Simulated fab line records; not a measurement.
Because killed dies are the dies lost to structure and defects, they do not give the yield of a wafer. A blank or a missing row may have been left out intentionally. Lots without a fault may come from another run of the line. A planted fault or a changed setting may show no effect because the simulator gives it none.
fab line records -- flow berkeleyCmos170 -- part 2 of 2: steps 28 to 38 of 38
[record] lots = 5, wafers = 15, lastDay = 12
route steps=331 shown GATE@141 PLDD@145 NLDD@158 SPACER@171 PSD@175
lots that met no fault: taken from a fault-free run of the same line
startH: start of the lot's first displayed wafer, in hours after the record's first day -- waitH: how many hours have passed since the lot's step before this one -- " identical to the entry in the row above -- L1.1+2: several wafers, shown together as one row -- - no value present, or no start provided -- * or withheld: withheld -- < > ~ a bound
route shown NAME@n: a module of which the file shows steps, and the number in the route of the first -- usual: the fault-free wafers' mean and standard deviation -- same: alike in all rows -- chamber/n: place in a boat -- sites: readings site by site -- _std_site: standard deviation across them -- _edge_site: the outer-site mean with the inner-site mean subtracted -- radiusMm: how far each site lies from the wafer's centre -- mask NAME#n: copy n -- behind: the last tool/chamber to shape the wafer -- hold: cause of the lot's hold/its duration in hours/its outcome -- device: the n, p or np transistor that did not switch -- end of line: the same wafers' tests at the end of the route -- where a step has no rows: the recipe by itself -- killed: count of dies lost to structure and defects at first sort (not the wafer's yield) -- map: shows each die of a wafer: x if killed, . if not, _ if none is there
set.NAME: the setting as run; set.NAME@STEP: as run at that earlier step -- model.NAME: the simulator's own value behind a step, which no gauge read
a table for each step, a row for each wafer; lots at some steps of the route
services: from which hour (startH, from the record's first day; less than 0 if before it) a tool's chamber was out of use, for how many hours, and why
[[steps]]
[step UCB170_NLDD_STRIP_10]
[recipe] chemistry = O2, powerW = 400, pressureMtorr = 3500, platenTempC = withheld, o2FlowSccm = 400, overashFraction = 0.5
[usual] drypumpMotorCurrentA = 5.9/0.61, oesProductAu = 0.734/0.0048, stripTimeToEndpointS = 21.64/0.054
lot.wafer,tool,chamber,startH,waitH,drypumpMotorCurrentA,oesProductAu,rfHoursCounterH,stripTimeToEndpointS
L080.3,plasmaAsher-01,1,189.57,0.1,5.1,0.730,-,21.73
L080.4,plasmaAsher-01,0,189.57,0.1,6.5,0.733,-,21.74
L080.5,plasmaAsher-01,0,189.57,0.1,6.5,0.742,-,21.69
L079.1,plasmaAsher-03,1,190.23,0.1,4.9,0.723,42,21.70
L079.3,plasmaAsher-03,1,190.23,0.1,4.9,0.737,-,21.66
L079.6,plasmaAsher-03,1,190.23,0.1,4.9,0.728,-,21.73
L086.1,plasmaAsher-02,1,204.27,0.1,6.0,0.728,49,21.68
L086.5,plasmaAsher-02,1,204.27,0.1,6.0,0.734,-,21.71
L086.6,plasmaAsher-02,0,204.27,0.1,6.1,0.729,-,21.69
L094.1,plasmaAsher-01,0,254.15,0.1,6.6,0.742,15,21.62
L094.2,plasmaAsher-01,1,254.15,0.1,5.1,0.735,15,21.65
L094.5,plasmaAsher-01,1,254.15,0.1,5.1,0.735,-,21.59
L095.2,plasmaAsher-03,1,257.39,0.1,4.9,0.739,49,21.62
L095.3,plasmaAsher-03,1,257.39,0.1,4.9,0.745,-,21.66
L095.6,plasmaAsher-03,0,257.39,0.1,6.6,0.728,-,21.64
[step UCB170_NLDD_TW_MEAS_11]
[usual] NLDD_TW = 2237/23
lot.wafer,tool,chamber,startH,waitH,NLDD_TW
L080.3,filmMetro-01,-,189.66,0.1,2241
L080.4,filmMetro-01,-,189.66,0.1,2237
L080.5,filmMetro-01,-,189.66,0.1,2244
L079.1,filmMetro-03,-,190.33,0.1,2199
L079.3,filmMetro-03,-,190.33,0.1,2189
L079.6,filmMetro-03,-,190.33,0.1,2206
L086.1,filmMetro-01,-,204.37,0.1,2262
L086.5,filmMetro-01,-,204.37,0.1,2259
L086.6,filmMetro-01,-,204.37,0.1,2269
L094.1,filmMetro-01,-,254.25,0.1,2266
L094.2,filmMetro-01,-,254.25,0.1,2275
L094.5,filmMetro-01,-,254.25,0.1,2279
L095.2,filmMetro-01,-,257.50,0.1,2272
L095.3,filmMetro-01,-,257.50,0.1,2266
L095.6,filmMetro-01,-,257.50,0.1,2264
[step UCB170_NLDD_CLEAN_12]
[recipe] chemistry = SPM, tempC = 120, timeS = 600
[usual] bathHeatDutyPct = 13.3/1.3
lot.wafer,tool,chamber,startH,waitH,bathHeatDutyPct
L080.3,wetBench-03,0,189.85,0.2,10.6
L080.4,wetBench-03,0,189.85,0.2,12.3
L080.5,wetBench-03,0,189.85,0.2,12.8
L079.1,wetBench-03,0,190.39,0.1,11.3
L079.3,wetBench-03,0,190.39,0.1,12.4
L079.6,wetBench-03,0,190.39,0.1,11.7
L086.1,wetBench-02,2,204.43,0.1,12.8
L086.5,wetBench-02,2,204.43,0.1,12.7
L086.6,wetBench-02,2,204.43,0.1,11.4
L094.1,wetBench-02,3,254.31,0.1,13.7
L094.2,wetBench-02,3,254.31,0.1,13.5
L094.5,wetBench-02,3,254.31,0.1,13.3
L095.2,wetBench-03,0,257.55,0.0,13.1
L095.3,wetBench-03,0,257.55,0.0,12.0
L095.6,wetBench-03,0,257.55,0.0,11.7
[step UCB170_SPACER_CVD_00]
[recipe] material = SiO2, targetThkNm = 376, tempC = 390, precursor = TEOS/O2, timeS = 47, rfW = 550, pressureMtorr = 9000
[usual] heaterPowerW = 260/68
lot.wafer,tool,chamber,startH,waitH,heaterPowerW
L080.3,pecvd-04,2,190.03,0.0,263
L080.4,pecvd-04,0,190.03,0.0,291
L080.5,pecvd-04,1,190.03,0.0,338
L079.1,pecvd-03,1,190.57,0.0,276
L079.3,pecvd-03,2,190.57,0.0,197
L079.6,pecvd-03,2,190.57,0.0,206
L086.1,pecvd-01,0,204.60,0.0,183
L086.5,pecvd-01,0,204.60,0.0,200
L086.6,pecvd-01,1,204.60,0.0,266
L094.1,pecvd-01,1,254.50,0.0,247
L094.2,pecvd-01,0,254.50,0.0,224
L094.5,pecvd-01,2,254.50,0.0,387
L095.2,pecvd-03,1,257.73,0.0,308
L095.3,pecvd-03,0,257.73,0.0,229
L095.6,pecvd-03,0,257.73,0.0,236
[step UCB170_SPACER_THK_MEAS_01]
[recipe] reads = SiO2_of_SPACER_CVD_00
[usual] SPACER_TEOS_THK = 377/4.9
lot.wafer,tool,chamber,startH,waitH,SPACER_TEOS_THK[nm]
L080.3,filmMetro-02,-,190.09,0.0,377
L080.4,filmMetro-02,-,190.09,0.0,380
L080.5,filmMetro-02,-,190.09,0.0,384
L079.1,filmMetro-02,-,190.61,0.0,375
L079.3,filmMetro-02,-,190.61,0.0,373
L079.6,filmMetro-02,-,190.61,0.0,374
L086.1,filmMetro-02,-,204.65,0.0,375
L086.5,filmMetro-02,-,204.65,0.0,375
L086.6,filmMetro-02,-,204.65,0.0,372
L094.1,filmMetro-02,-,254.54,0.0,367
L094.2,filmMetro-02,-,254.54,0.0,373
L094.5,filmMetro-02,-,254.54,0.0,376
L095.2,filmMetro-03,-,257.78,0.0,375
L095.3,filmMetro-03,-,257.78,0.0,378
L095.6,filmMetro-03,-,257.78,0.0,383
[step UCB170_SPACER_ANNEAL_02]
[recipe] tempC = 900, timeS = 1800, ambient = N2
lot.wafer,tool,chamber,startH,waitH
L079.1+3+6,furnace-02,0,193.08,2.5
L080.3+4+5,furnace-02,0,193.08,3.0
L086.1+5+6,furnace-01,0,209.23,4.6
L094.1+2+5,furnace-04,0,257.79,3.2
L095.2+3+6,furnace-04,0,265.90,8.1
[step UCB170_SPACER_ETCHBACK_03]
[recipe] stopOn = Si, target = SiO2, chemistry = CHF3/CF4/Ar, CHF3_flow_sccm = 50, cf4FlowSccm = 10, Ar_flow_sccm = 120, pressureMtorr = 200, rfW = 500, targetDepthA = 3760, timeS = 100
[usual] drypumpMotorCurrentA = 5.9/0.47, oesProductAu = 0.901/0.019, throttleValvePct = 6.44/0.13
lot.wafer,tool,chamber,startH,waitH,drypumpMotorCurrentA,oesProductAu,rfHoursCounterH,throttleValvePct
L079.1,rieDiel-04,1,194.58,0.0,6.4,0.906,84,6.40
L079.3,rieDiel-04,0,194.58,0.0,6.0,0.908,20,6.50
L079.6,rieDiel-04,1,194.58,0.0,6.4,0.900,-,6.40
L080.3,rieDiel-02,0,194.58,0.0,5.0,0.872,58,6.62
L080.4,rieDiel-02,0,194.58,0.0,5.1,0.872,-,6.62
L080.5,rieDiel-02,1,194.58,0.0,5.6,0.897,-,6.40
L086.1,rieDiel-01,3,210.73,0.0,6.6,0.928,115,6.26
L086.5,rieDiel-01,1,210.73,0.0,5.6,0.926,-,6.50
L086.6,rieDiel-01,2,210.73,0.0,5.6,0.892,-,6.62
L094.1,rieDiel-01,3,259.29,0.0,6.6,0.908,117,6.26
L094.2,rieDiel-01,2,259.29,0.0,5.7,0.882,22,6.62
L094.5,rieDiel-01,2,259.29,0.0,5.7,0.893,-,6.62
L095.2,rieDiel-04,0,267.40,0.0,6.0,0.910,23,6.52
L095.3,rieDiel-04,3,267.40,0.0,5.6,0.888,120,6.38
L095.6,rieDiel-04,0,267.40,0.0,6.1,0.920,-,6.51
[step UCB170_PSD_HMDS_00]
[recipe] primeTimeS = 60, primeTempC = 100
lot.wafer,tool,chamber,startH,waitH
L080.3+4+5,lithoTrack-04,0,194.84,0.2
L079.1+3+6,lithoTrack-02,0,194.85,0.2
L086.1+5+6,lithoTrack-02,0,210.81,0.0
L094.1+2+5,lithoTrack-01,0,259.60,0.3
L095.2+3+6,lithoTrack-02,0,267.50,0.1
[step UCB170_PSD_COAT_01]
[recipe] resist = KrF, spinRpm = 1500, resistThkNm = 900
lot.wafer,tool,chamber,startH,waitH
L080.3+4+5,lithoTrack-04,0,194.99,0.1
L079.1+3+6,lithoTrack-02,0,195.00,0.1
L086.1+5+6,lithoTrack-02,0,210.96,0.1
L094.1+2+5,lithoTrack-01,0,259.75,0.1
L095.2+3+6,lithoTrack-02,0,267.65,0.1
[step UCB170_PSD_SOFTBAKE_02]
[recipe] resist = KrF, tempC = 130, timeS = 60
[usual] heaterPowerTotalW = 56.80/0.047, plateTempC = 130.00/0.14
lot.wafer,tool,chamber,startH,waitH,heaterPowerTotalW,plateTempC
L080.3,lithoTrack-04,0,195.14,0.1,56.63,129.82
L080.4,lithoTrack-04,0,195.14,0.1,56.83,130.13
L080.5,lithoTrack-04,0,195.14,0.1,56.76,129.86
L079.1,lithoTrack-02,0,195.15,0.1,56.75,130.09
L079.3,lithoTrack-02,0,195.15,0.1,56.83,129.91
L079.6,lithoTrack-02,0,195.15,0.1,56.78,129.89
L086.1,lithoTrack-02,0,211.11,0.1,56.76,129.93
L086.5,lithoTrack-02,0,211.11,0.1,56.81,129.84
L086.6,lithoTrack-02,0,211.11,0.1,56.83,129.92
L094.1,lithoTrack-01,0,259.90,0.1,56.85,130.07
L094.2,lithoTrack-01,0,259.90,0.1,56.80,130.46
L094.5,lithoTrack-01,0,259.90,0.1,56.86,130.21
L095.2,lithoTrack-02,0,267.80,0.1,56.77,129.96
L095.3,lithoTrack-02,0,267.80,0.1,56.81,130.03
L095.6,lithoTrack-02,0,267.80,0.1,56.81,130.30
[step UCB170_PSD_EXPOSE_03]
[recipe] maskId = PSELECT_MOD, na = 0.5, sigmaOuter = 0.6, sourceShape = conventional, targetCdNm = 1200, doseMj = 30
lot.wafer,tool,chamber,startH,waitH,mask
L080.3+4+5,krfScanner-01,0,195.53,0.4,PSELECT_MOD#0
L079.1+3+6,krfScanner-01,0,195.61,0.4,PSELECT_MOD#0
L086.1+5+6,krfScanner-01,0,211.38,0.2,PSELECT_MOD#0
L094.1+2+5,krfScanner-02,0,260.18,0.2,PSELECT_MOD#0
L095.2+3+6,krfScanner-01,0,267.94,0.1,PSELECT_MOD#0
[[services]]
tool,chamber,startH,hours,kind
rieSi-02,1,162.76,8.7,repair
krfScanner-02,-,164.30,0.5,repair
rieSi-01,-,169.23,14.6,pm
krfScanner-02,-,170.01,1.0,pm
implanter-03,-,175.08,5.6,repair
implanter-04,-,186.17,3.0,repair
plasmaAsher-01,-,188.61,0.8,repair
furnace-04,-,191.32,3.0,pm
krfScanner-02,-,192.92,3.6,pm
rieSi-01,-,193.91,0.1,repair
krfScanner-01,-,196.47,0.8,pm
implanter-03,-,199.28,3.2,repair
implanter-02,-,205.54,4.3,pm
pecvd-01,2,206.34,5.3,repair
furnace-02,-,213.20,3.2,pm
plasmaAsher-03,-,220.08,10.9,repair
implanter-03,-,223.70,19.2,repair
krfScanner-02,-,224.59,1.9,repair
furnace-04,-,226.99,4.3,repair
implanter-02,-,241.01,15.9,pm
krfScanner-02,-,245.51,1.2,repair
rieSi-01,-,248.67,0.8,repair
krfScanner-02,-,248.88,1.3,pm
implanter-01,-,265.57,1.7,repair
